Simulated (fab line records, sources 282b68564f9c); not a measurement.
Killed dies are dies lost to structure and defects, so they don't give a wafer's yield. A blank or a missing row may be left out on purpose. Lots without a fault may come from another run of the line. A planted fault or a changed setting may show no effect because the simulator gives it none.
One fault seen from 2 desks | flow rit_cmos | each desk has only its own numbers; what lay behind them comes last

THE TOOL OWNER'S DESK: furnace-03
The tool's own readings at RIT_FOX1_OXIDATION_00 (target thk 350.7 nm, ox time 1130 s): means of the sampled wafers that have a number, for each lot that ran on this tool. A lot is out of limits, marked OUT, if its mean lies more than 4 standard deviations from the usual mean; the brackets give that distance.
Columns: A = ox_temp_c at RIT_FOX1_OXIDATION_00, usual 1100.2 C; B = spike_tc_centre_C at RIT_FOX1_OXIDATION_00, usual 1102.4 C; C = spike_tc_load_C at RIT_FOX1_OXIDATION_00, usual 1128.0 C
lot  | first seen here | A      | B      | C
L988 | day 2 12:55     | 1099.8 | 1101.7 | 1128.1
L990 | day 2 23:53     | 1100.3 | 1101.6 | 1127.5
L991 | day 3 04:32     | 1100.4 | 1101.7 | 1128.1
L992 | day 3 07:51     | 1100.2 | 1101.8 | 1128.6
L103 | day 5 16:03     | 1100.1 | 1101.7 | 1128.6
L106 | day 6 06:29     | 1100.4 | 1101.6 | 1128.4
This desk's finding: nothing out of limits on any of the 6 lots.

THE METROLOGY DESK
What the gauges read, lot by lot, whatever tool the lot ran on: means of the sampled wafers that have a number. A lot is out of limits, marked OUT, if its mean lies more than 4 standard deviations from the usual mean; the brackets give that distance.
Columns: A = FOX1_OXIDE_THK at RIT_FOX1_THK_MEAS_01, usual 353 nm; B = NLDD_OVL at RIT_NLDD_OVL_MEAS_06, usual 0.2 nm; C = M1_BOW at RIT_M1_BOW_MEAS_16, usual 16 um
lot  | first seen here | A              | B    | C
L986 | day 2 03:14     | 357            | 2.1  | 20
L987 | day 2 10:11     | 362            | -0.6 | 14
L988 | day 2 14:14     | 360            | 0.8  | 20
L990 | day 3 01:11     | 352            | 2.4  | 11
L991 | day 3 05:53     | 346            | 0.8  | 18
L992 | day 3 09:10     | 349            | -0.1 | 16
L993 | day 3 15:28     | 349            | -0.1 | 14
L994 | day 3 21:22     | 355            | 1.4  | 17
L995 | day 4 01:53     | 363            | 0.2  | 20
L996 | day 4 06:50     | 346            | 0.7  | 15
L999 | day 4 21:26     | 360            | -0.1 | 14
L103 | day 5 17:22     | 291 (-7.4) OUT | 0.2  | 19
L104 | day 5 22:34     | 364            | -1.0 | 23
L106 | day 6 07:48     | 304 (-5.8) OUT | -0.9 | 23
This desk's finding: out of limits on L103, L106; first on L103, day 5 17:22 (FOX1_OXIDE_THK at RIT_FOX1_THK_MEAS_01). In limits: L986, L987, L988, L990, L991, L992, L993, L994, L995, L996, L999, L104.

PUT TOGETHER
The metrology desk could have raised an alarm at day 5 17:22, on L103, L106.
The tool owner's desk saw nothing out of limits.
The tool owner's desk has L103, L106 on record, within its limits.
Of the lots named, all ran RIT_FOX1_OXIDATION_00 on furnace-03.

WHAT THE SIMULATOR HAD PUT IN
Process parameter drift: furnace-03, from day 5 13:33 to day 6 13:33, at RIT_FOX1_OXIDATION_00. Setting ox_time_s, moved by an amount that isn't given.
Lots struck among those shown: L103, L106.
Hours from the fault's start to each desk's first reading out of limits: the metrology desk, 4.
